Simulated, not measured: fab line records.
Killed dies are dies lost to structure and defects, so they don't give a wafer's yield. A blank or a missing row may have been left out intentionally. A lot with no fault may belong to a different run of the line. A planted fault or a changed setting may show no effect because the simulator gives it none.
The same fault as seen by 2 desks :: flow berkeley-cmos170 :: what lay behind the numbers comes last; until then each desk has only its own

AT THE METROLOGY DESK
Means of the sampled wafers that have a number, per lot and without regard to the tool the lot ran on: this is what the gauges read. If a lot's mean is further than 4 standard deviations from the usual mean, the lot is out of limits and carries the mark OUT (the distance appears in the brackets).
Columns: A = cd-nm at UCB170_CONTACT_CD_MEAS_15, usual 700.0 nm; B = CONTACT_OVL at UCB170_CONTACT_OVL_MEAS_16, usual 1 nm
lot: L918
first seen here: day 8 17:46
A: 698.1
B: 1

lot: L923
first seen here: day 10 03:19
A: 700.5
B: -3

lot: L933
first seen here: day 12 12:08
A: 697.9
B: 1

lot: L935
first seen here: day 12 12:26
A: 701.1
B: -1

lot: L940
first seen here: day 12 19:03
A: 700.1
B: 0

lot: L939
first seen here: day 12 19:16
A: 699.5
B: 7
This desk found nothing out of limits on any of the 6 lots.

DESK OF THE TOOL OWNER: rie-diel-03
The tool's own readings at UCB170_CONTACT_ETCH_18 (etches PSG in CHF3/CF4/Ar, stops on TiSi2, target depth 840 nm, time 195 s): means of the sampled wafers that have a number, for each lot that ran on this tool. If a lot's mean is further than 4 standard deviations from the usual mean, the lot is out of limits and carries the mark OUT (the distance appears in the brackets).
Columns: A = drypump-motor-current-A at UCB170_CONTACT_ETCH_18, usual 5.9 A; B = oes-product-au at UCB170_CONTACT_ETCH_18, usual 0.899 a.u.; C = throttle-valve-pct at UCB170_CONTACT_ETCH_18, usual 6.98 %
lot: L918
first seen here: day 8 17:00
A: 6.3
B: 0.912
C: 6.83

lot: L923
first seen here: day 10 03:00
A: 5.9
B: 0.889
C: 6.92

lot: L933
first seen here: day 12 12:00
A: 6.0
B: 0.799 (-8.4) OUT
C: 6.92

lot: L940
first seen here: day 12 19:00
A: 5.6
B: 0.803 (-8.0) OUT
C: 6.91
This desk's finding: out of limits on L933, L940; first on L933, day 12 12:00 (oes-product-au at UCB170_CONTACT_ETCH_18). In limits: L918, L923.

PUT TOGETHER
The tool owner's desk had the chance to raise an alarm at day 12 12:00 on L933, L940.
At the metrology desk, nothing out of limits was observed.
The metrology desk has L933, L940 on record, within its limits.
On rie-diel-03, each named lot ran UCB170_CONTACT_ETCH_18.

WHAT THE SIMULATOR PUT IN
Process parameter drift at UCB170_CONTACT_ETCH_18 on rie-diel-03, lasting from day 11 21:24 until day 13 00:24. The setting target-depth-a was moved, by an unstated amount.
Shown lots that were struck: L933, L940.
Time in hours from fault onset to the first out-of-limits reading at each desk: the tool owner's desk, 15.
